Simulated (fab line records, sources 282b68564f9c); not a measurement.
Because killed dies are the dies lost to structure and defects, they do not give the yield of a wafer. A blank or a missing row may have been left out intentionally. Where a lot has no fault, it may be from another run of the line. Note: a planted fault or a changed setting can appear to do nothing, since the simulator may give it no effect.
Code-filled problem report in 8D (eight disciplines) form ; flow rit cmos ; the parts of the form that need people (team, actions taken, sign-off) are left out

== 1. THE ISSUE ==
ACTIVE_NITRIDE_THK at RIT_ACTIVE_THK_MEAS_04 reads a mean of 137.2 nm on 3 wafers of 1 lot; wafers without a fault read 149.9 nm with a standard deviation of 1.5. Relative to the usual mean, that is a shift of -8.4 standard deviations.
First seen on wafer L396.1, day 5 13:22, on film metro-03. The record holds 39 wafers of 13 lots with a number at this step. Rule for "out" (also "out of limits"): further than 4 standard deviations from the usual mean. Any other wafer with a number is counted as sound.

== 2. WHAT THIS IS AND IS NOT ==
question;is;is not
which readings at this step;ACTIVE_NITRIDE_THK;-
which lots;L396;L379, L380, L381, L382, L383, L384, L386, L387, L389, L390, L395, L397
which wafers of those lots;all that have a number;-
read on which gauges;film metro-03;film metro-01, film metro-04
when;from day 5 13:22;"up to then (33 sound wafers); but 3 sound wafers of L397 came after"

== 3. THE SUSPECTS, EACH WITH WHAT RULES IT OUT ==
Counting: a tool stays on the suspect list if, at a process step up to the reading, it processed all lots that are out and no sound lot following the first of them.
- the gauge at RIT_ACTIVE_THK_MEAS_04: kept. All the wafers that are out were read on film metro-03, and no step on other tools shows them out.
- lpcvd-02 at RIT_ACTIVE_CVD_03 (deposits Si3N4 from SiH2Cl2/NH3, target thk 150 nm, time 1500 s): kept. It ran the lot that is out, L396 (day 5 11:56), and no sound lot after that; its last sound lot up to then is L390 (day 4 06:50).
After counting, lpcvd-02 at RIT_ACTIVE_CVD_03 and film metro-03 at RIT_ACTIVE_THK_MEAS_04 remain.

== 4. THE CAUSE (what the simulator had put in) ==
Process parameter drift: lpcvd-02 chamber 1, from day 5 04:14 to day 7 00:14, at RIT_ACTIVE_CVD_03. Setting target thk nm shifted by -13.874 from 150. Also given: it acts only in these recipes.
After counting, 2 suspects remain, this tool included.

== 5. SEQUENCE OF EFFECTS, ordered by route ==
Each row: a reading where the mean over the struck wafers with a number is more than 3 standard deviations away from the usual. Only readings for which the record gives a usual standard deviation are gone through. hours: the time from each lot's start at the first step in this table that gives one to its start at this step, as a median over the lots. sigmas: the change in usual standard deviations.
hours;step;reading;usual;on struck wafers;change;sigmas
0;RIT_ACTIVE_THK_MEAS_04;ACTIVE_NITRIDE_THK;149.9 nm;137.2;-12.7;-8.4

== 6. HOW IT WOULD HAVE BEEN CAUGHT EARLIER ==
The first out-of-limits reading at a measuring or inspecting step in this record came at day 5 13:22, 9 hours after the fault's start at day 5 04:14.
An alarm limit of 4 standard deviations would not have fired on the tool readings at RIT_ACTIVE_CVD_03 for which the record gives a usual standard deviation, since none of them was out on any struck wafer.
Each of the lots that are out, 1 in all, had begun RIT_ACTIVE_CVD_03 on lpcvd-02 no later than day 5 13:22. A hold on the tool at that time would have spared none of them.
